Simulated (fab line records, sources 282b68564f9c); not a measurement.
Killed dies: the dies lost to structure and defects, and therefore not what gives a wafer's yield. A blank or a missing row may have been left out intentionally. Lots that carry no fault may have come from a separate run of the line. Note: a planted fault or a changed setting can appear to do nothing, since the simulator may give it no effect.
Comparing a struck lot with a sound one	flow rit-cmos	14 out of 202 route steps
Sound: the wafers L121.1, L121.3, L121.5. Wafers struck: L137.2, L137.3, L137.4. The cause is named last.
For every step that has rows: the tool of each side, followed by ch and its chambers, followed by its first start. Under that, the readings that differ: sound wafers	struck wafers	difference of the means	sigmas: that difference in standard deviations of wafers without a fault.
alike: a reading whose means differ by less than 2 such deviations, as well as words and numbers matching on both sides. not compared: withheld readings; readings where some wafer has no value; bounds like >300 that might hide an equal value; numbers whose values overlap and for which the record gives no deviation.
A row with sigmas, a row that says differs or no value, or rows on one side alone: a step with any of these is where the two part. Non-overlapping numbers with no deviation appear without sigmas and do not part them. A reading that every wafer of one side lacks parts them only if that side has two wafers or more.

first, 2 steps without rows for these wafers: RIT_SDANNEAL_CLEAN_01 (cleans in dHF, time 30 s); RIT_SDANNEAL_CLEAN_02 (cleans in SC2, time 600 s).
RIT_SDANNEAL_RTA_03: time 5 s.
  sound on rtp-anneal-02 ch 0, day 3 01:42; struck on rtp-anneal-02 ch 0, day 6 09:47
  alike: wafer_temp_C_max
RIT_SDANNEAL_RS_MEAS_04: a four-point-probe measurement.
  sound: film-metro-02 at day 3 01:46; struck: film-metro-03 at day 6 09:52
  alike: PSD_RS
RIT_SDANNEAL_RS_MEAS_05: a four-point-probe measurement.
  sound: film-metro-02 at day 3 01:53; struck: film-metro-03 at day 6 09:59
  alike: NSD_RS
RIT_SDANNEAL_RS_MEAS_06: a four-point-probe measurement.
  sound: film-metro-02 at day 3 02:00; struck: film-metro-03 at day 6 10:06
  alike: PLDD_RS
RIT_SDANNEAL_RS_MEAS_07: a four-point-probe measurement.
  sound: film-metro-02 at day 3 02:07; struck: film-metro-03 at day 6 10:13
  alike: NLDD_RS
then, 1 step without rows for these wafers: RIT_SILICIDE_WET_ETCH_00 (etches SiO2 in BOE, target depth 14 nm, time 15 s).
RIT_SILICIDE_SPUTTER_01: material Ti, target thk 30 nm, time 233.6 s.
  sound: pvd-sputter-03 at day 3 02:15; struck: pvd-sputter-04 at day 6 10:20
  alike: throttle-valve-pct
RIT_SILICIDE_RS_MEAS_02: a four-point-probe measurement.
  sound: film-metro-01 at day 3 02:24; struck: film-metro-01 at day 6 10:30
  alike: SILICIDE_TI_RS
RIT_SILICIDE_THK_MEAS_03: measures by xrf.
  sound: film-metro-01 at day 3 02:31; struck: film-metro-01 at day 6 10:37
  alike: SILICIDE_TI_THK
RIT_SILICIDE_RTA_04: time 10 s, ramp up 5 s, ramp down 5 s.
  sound on rtp-anneal-01 ch 0, day 3 02:35; struck on rtp-anneal-01 ch 0, day 6 10:40
  alike: wafer_temp_C_max
RIT_SILICIDE_WET_ETCH_05: etches Ti in SPM, time 120 s.
  sound on wet-bench-01 ch 2, day 3 02:43; struck on wet-bench-01 ch 1, day 6 10:44
  no value came back on the struck wafers for bath-guard-temp-C (C), bath-heat-duty-pct (%); on the sound wafers bath-guard-temp-C (C) reads 89.9 89.9 90.3
RIT_SILICIDE_RTA_06: time 9.691 s, ramp up 5 s, ramp down 10 s.
  sound on rtp-anneal-02 ch 0, day 3 02:45; struck on rtp-anneal-02 ch 0, day 6 10:47
  alike: wafer_temp_C_max

## WHERE THEY PART
Within this record, at RIT_SILICIDE_WET_ETCH_05 only. Later steps at which nothing parts them and some readings are alike: RIT_SILICIDE_RTA_06.

WHY: the cause the simulator had injected
Beginning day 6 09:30, the whole step at RIT_SILICIDE_WET_ETCH_05 was skipped on wet-bench-01. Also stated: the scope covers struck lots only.
